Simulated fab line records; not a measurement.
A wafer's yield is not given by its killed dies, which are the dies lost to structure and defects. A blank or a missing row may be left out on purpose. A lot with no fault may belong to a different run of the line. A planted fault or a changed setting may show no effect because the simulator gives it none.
fab line records | flow berkeleyCmos170
[record] lots = 6 wafers = 18 lastDay = 13
route steps=331 shown NLDD@162 SPACER@171 PSD@175
lots with no fault: from the same line, run without faults
startH: hours from the record's opening day to when the first of the lot's shown wafers began | waitH: how many hours have passed since the lot's step before this one | " identical to the entry in the row above | L1.1+2: a single row standing in for several wafers | - no value present, or no start provided | * or withheld: withheld | < > ~ a bound
route shown NAME@n: names a module that has steps shown in the file, with the first one's number in the route | usual: average and standard deviation across the fault-free wafers | same: alike in all rows | chamber/n: place in a boat | sites: per-site readings | _std_site: standard deviation across them | _edge_site: mean of outer sites minus mean of inner sites | radiusMm: how far each site lies from the wafer's centre | mask NAME#n: copy n | behind: the last tool/chamber to shape the wafer | hold: what put the lot on hold/how long, in hours/how the hold closed | device: transistor that didn't switch, given as n, p or np | end of line: the tests these same wafers got at the end of their route | a step with no rows: only its recipe | killed: the dies lost at the first sort to structure and to defects; this is not the yield of the wafer | map: per-die view of a wafer (x killed, . not killed, _ where there is no die)
set.NAME: the setting that was run; set.NAME@STEP: the one run at that earlier step | model.NAME: the simulator's own value behind a step, which no gauge read
lots seen at some steps along the route; tables by step, rows by wafer
services: when a tool's chamber went out of use (startH, in hours from the record's first day, below 0 if earlier), for how many hours, and the reason
[[steps]]
[step UCB170_NLDD_PEB_04]
[recipe] pebTempC = 130 pebTimeS = withheld resist = KrF
[step UCB170_NLDD_DEVELOP_05]
[recipe] developer = TMAH developTimeS = 45 resist = KrF devTempC = 21
[step UCB170_NLDD_CD_MEAS_06]
[recipe] targetCdNm = 1200
[usual] cdNm = 1200.1/1.7
// columns lot.wafer tool chamber startH waitH cdNm
L527.3 cdSem-01 - 179.96 - 1199.8
L527.4 " - " " 1201.5
L527.5 " - " " 1200.5
L525.1 cdSem-01 - 180.20 - 1199.7
L525.2 " - " " 1201.6
L525.3 " - " " 1199.6
L531.2 cdSem-01 - 193.33 - 1197.2
L531.4 " - " " 1196.6
L531.5 " - " " 1197.4
L535.1 cdSem-01 - 217.02 - 1200.7
L535.4 " - " " 1201.3
L535.5 " - " " 1201.0
L543.4 cdSem-01 - 264.20 - 1198.5
L543.5 " - " " 1197.9
L543.6 " - " " 1199.0
L544.3 cdSem-02 - 279.94 - 1199.9
L544.4 " - " " 1198.8
L544.5 " - " " 1202.5
[step UCB170_NLDD_OVL_MEAS_07]
[usual] NLDD_OVL = -3/5.1
// columns lot.wafer tool chamber startH waitH NLDD_OVL[nm]
L527.3 overlay-02 - 180.05 0.1 0
L527.4 " - " " -8
L527.5 " - " " -2
L525.1 overlay-01 - 180.32 0.1 -10
L525.2 " - " " -9
L525.3 " - " " -4
L531.2 overlay-02 - 193.43 0.1 -5
L531.4 " - " " -5
L531.5 " - " " -2
L535.1 overlay-01 - 217.14 0.1 -4
L535.4 " - " " -3
L535.5 " - " " -6
L543.4 overlay-02 - 264.28 0.1 -7
L543.5 " - " " -13
L543.6 " - " " -7
L544.3 overlay-01 - 280.04 0.1 -1
L544.4 " - " " -7
L544.5 " - " " 0
[step UCB170_NLDD_IMPLANT_08]
[recipe] species = As doseCm2 = 5e+13 energyKev = 30 tiltDeg = 7 rotationDeg = 0
[step UCB170_NLDD_IMPLANT_09]
[recipe] species = As doseCm2 = 5e+13 energyKev = 30 tiltDeg = 7 rotationDeg = 180
[step UCB170_NLDD_STRIP_10]
[recipe] chemistry = O2 powerW = 400 pressureMtorr = 3500 platenTempC = withheld o2FlowSccm = 400 overashFraction = 0.5
[usual] drypumpMotorCurrentA = 5.8/0.31 oesProductAu = 0.734/0.0042 stripTimeToEndpointS = 21.61/0.066
// columns lot.wafer tool chamber startH waitH drypumpMotorCurrentA oesProductAu rfHoursCounterH stripTimeToEndpointS
L527.3 plasmaAsher-04 1 180.41 0.1 5.7 0.738 - 21.65
L527.4 " 0 " " 5.9 0.738 - 21.65
L527.5 " 1 " " 5.7 0.736 - 21.65
L525.1 plasmaAsher-01 0 180.65 0.1 5.6 0.731 45 21.69
L525.2 " 1 " " 6.3 0.723 45 21.73
L525.3 " 1 " " 6.3 0.731 - 21.68
L531.2 plasmaAsher-02 0 193.76 0.1 6.1 0.732 45 21.66
L531.4 " 1 " " 5.3 0.734 - 21.68
L531.5 " 1 " " 5.4 0.736 - 21.71
L535.1 plasmaAsher-02 0 217.48 0.1 6.2 0.740 48 21.56
L535.4 " 0 " " 6.2 0.739 - 21.60
L535.5 " 1 " " 5.3 0.742 - 21.58
L543.4 plasmaAsher-01 0 264.63 0.1 5.6 0.744 - 21.60
L543.5 " 0 " " 5.6 0.737 - 21.61
L543.6 " 1 " " 6.3 0.730 - 21.58
L544.3 plasmaAsher-01 1 280.39 0.1 6.2 0.734 - 21.58
L544.4 " 0 " " 5.6 0.733 - 21.57
L544.5 " 0 " " 5.6 0.734 - 21.59
[step UCB170_NLDD_TW_MEAS_11]
[usual] NLDD_TW = 2206/19
// columns lot.wafer tool chamber startH waitH NLDD_TW
L527.3 filmMetro-02 - 180.50 0.1 2163
L527.4 " - " " 2171
L527.5 " - " " 2185
L525.1 filmMetro-04 - 180.75 0.1 2202
L525.2 " - " " 2205
L525.3 " - " " 2210
L531.2 filmMetro-02 - 193.87 0.1 2185
L531.4 " - " " 2196
L531.5 " - " " 2179
L535.1 filmMetro-02 - 217.58 0.1 2177
L535.4 " - " " 2172
L535.5 " - " " 2186
L543.4 filmMetro-02 - 264.72 0.1 2202
L543.5 " - " " 2176
L543.6 " - " " 2203
L544.3 filmMetro-01 - 280.48 0.1 2228
L544.4 " - " " 2223
L544.5 " - " " 2219
[step UCB170_NLDD_CLEAN_12]
[recipe] chemistry = SPM tempC = 120 timeS = 600
[step UCB170_SPACER_CVD_00]
[recipe] material = SiO2 targetThkNm = 376 tempC = 390 precursor = TEOS/O2 timeS = 47 rfW = 550 pressureMtorr = 9000
[usual] heaterPowerW = 228/63 susceptorTempC = 389.98/0.21
// columns lot.wafer tool chamber startH waitH heaterPowerW susceptorTempC
L527.3 pecvd-02 1 180.73 0.0 291 390.21
L527.4 " 1 " " 207 390.09
L527.5 " 0 " " 157 390.07
L525.1 pecvd-03 1 181.16 0.0 169 390.12
L525.2 " 2 " " 195 390.03
L525.3 " 0 " " 324 390.08
L531.2 pecvd-03 0 194.19 0.0 329 390.28
L531.4 " 2 " " 174 390.20
L531.5 " 2 " " 191 390.04
L535.1 pecvd-01 0 217.81 0.0 168 390.03
L535.4 " 0 " " 180 390.04
L535.5 " 1 " " 311 390.35
L543.4 pecvd-02 1 264.95 0.0 285 389.80
L543.5 " 0 " " 133 389.76
L543.6 " 2 " " 249 389.91
L544.3 pecvd-03 0 280.82 0.0 293 389.90
L544.4 " 0 " " 309 389.98
L544.5 " 2 " " 194 389.95
[step UCB170_SPACER_THK_MEAS_01]
[recipe] reads = SiO2_of_SPACER_CVD_00
[usual] SPACER_TEOS_THK = 376/5.5
// columns lot.wafer tool chamber startH waitH SPACER_TEOS_THK[nm]
L527.3 filmMetro-03 - 180.79 0.0 375
L527.4 " - " " 377
L527.5 " - " " 375
L525.1 filmMetro-01 - 181.21 0.0 374
L525.2 " - " " 363
L525.3 " - " " 372
L531.2 filmMetro-03 - 194.26 0.1 370
L531.4 " - " " 367
L531.5 " - " " 368
L535.1 filmMetro-01 - 217.86 0.0 379
L535.4 " - " " 384
L535.5 " - " " 379
L543.4 filmMetro-01 - 265.00 0.0 383
L543.5 " - " " 383
L543.6 " - " " 378
L544.3 filmMetro-01 - 280.89 0.0 370
L544.4 " - " " 372
L544.5 " - " " 379
[step UCB170_SPACER_ANNEAL_02]
[recipe] tempC = 900 timeS = 1800 ambient = N2
[step UCB170_SPACER_ETCHBACK_03]
[recipe] stopOn = Si target = SiO2 chemistry = CHF3/CF4/Ar CHF3_flow_sccm = 50 cf4FlowSccm = 10 Ar_flow_sccm = 120 pressureMtorr = 200 rfW = 500 targetDepthA = 3760 timeS = 100
[usual] drypumpMotorCurrentA = 5.7/0.35 oesProductAu = 0.901/0.018 runLengthS = 128.3/0.47 throttleValvePct = 6.51/0.11
// columns lot.wafer tool chamber startH waitH drypumpMotorCurrentA oesProductAu rfHoursCounterH runLengthS throttleValvePct model.etch.depthNm
L525.1 rieDiel-03 1 184.85 0.0 5.9 0.887 81 128.7 6.46 373.9
L525.2 " 2 " " 5.4 0.869 58 128.3 6.50 362.5
L525.3 " 0 " " 5.8 0.899 17 128.4 6.49 371.7
L527.3 rieDiel-02 3 184.85 0.0 5.0 0.922 13 128.2 6.58 375
L527.4 " 1 " " 6.3 0.890 37 127.4 6.53 376.7
L527.5 " 1 " " 6.3 0.885 - 127.3 6.53 374.8
L531.2 rieDiel-02 3 199.02 0.0 5.0 0.908 13 128.1 6.58 369.8
L531.4 " 1 " " 6.3 0.862 37 127.2 6.52 366.7
L531.5 " 0 " " 5.5 1.012 - 110.2 6.36 354.1
L535.1 rieDiel-02 3 223.88 0.0 5.0 0.918 14 128.1 6.58 378.5
L535.4 " 0 " " 5.5 1.004 - 109.4 6.35 353
L535.5 " 3 " " 5.0 0.927 - 128.5 6.60 378.8
L543.4 rieDiel-03 2 271.36 0.0 5.4 0.905 62 128.5 6.53 383.2
L543.5 " 2 " " 5.4 0.907 - 128.8 6.52 382.8
L543.6 " 1 " " 5.9 0.878 - 128.6 6.46 378
L544.3 rieDiel-03 0 282.85 0.1 5.8 0.903 23 128.3 6.51 370
L544.4 " 3 " " 5.9 0.896 - 127.8 6.49 372.5
L544.5 " 0 " " 5.8 0.907 - 128.3 6.51 378.6
[step UCB170_PSD_HMDS_00]
[recipe] primeTimeS = 60 primeTempC = 100
[[services]]
// columns tool chamber startH hours kind
pecvd-03 0 157.36 6.5 repair
rieDiel-02 0 159.63 2.1 repair
rieDiel-02 - 187.76 0.3 repair
rieDiel-02 2 188.01 2.7 repair
pecvd-03 1 191.04 4.3 repair
plasmaAsher-02 - 196.50 2.8 pm
rieDiel-02 2 219.47 4.8 repair
rieDiel-02 0 225.63 8.0 repair
plasmaAsher-01 - 225.93 0.7 repair
rieDiel-03 2 232.11 8.2 repair
pecvd-01 - 234.03 1.0 repair
pecvd-01 - 242.50 14.0 pm
pecvd-01 0 242.50 14.0 ventCycle
pecvd-01 1 242.50 16.2 ventCycle
pecvd-01 2 242.50 14.0 ventCycle
pecvd-01 1 246.71 12.0 repair
pecvd-01 0 256.50 - clean
pecvd-01 1 256.50 - clean
pecvd-01 2 256.50 - clean
rieDiel-03 - 257.98 1.7 repair
pecvd-03 0 258.68 9.5 repair
rieDiel-03 - 263.20 0.2 repair
pecvd-02 2 266.13 18.3 repair
pecvd-02 1 268.10 4.1 repair
[[key]]
[firstSign] step = UCB170_SPACER_ETCHBACK_03 reading = runLengthS direction = down sigmas = 39 usual = * struck = *
[effect] step = UCB170_SPACER_ETCHBACK_03 reading = oesProductAu direction = up sigmas = 5.8 usual = 0.901 struck = 1.008
[modelEffect] step = UCB170_SPACER_ETCHBACK_03 value = etch.depthNm without = 376.3 struck = 353.6
[moreKillsBornAt] UCB170_SPACER_ETCHBACK_03@rieDiel-02 = 263
metAt UCB170_SPACER_ETCHBACK_03
struckWafers L531.5,L535.4
laterRowsLeftOut L531.5,L535.4
sortLeftOut L531.5
testerLeftOut L531,L535
[fault] kind = processParameterDrift tool = rieDiel-02 chamber = 0 onsetH = 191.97 steps = UCB170_SPACER_ETCHBACK_03 channel = timeS offset = * shape = step endH = 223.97 actsIn = * stated = *
// testerLeftOut: of these lots the tester's yield and bins aren't shown, on N5 and GAA mostly nor the transistor test; their killed dies are dies lost to structure and defects alone, not to doping, threshold or leakage, so they don't give the yield
// sortLeftOut: the simulated sort isn't trusted on such a fault, so these wafers' sort isn't shown, and their yield isn't known
// laterRowsLeftOut: the simulator's readings of these wafers behind a module that went badly wrong aren't trusted and aren't shown, but for the sort
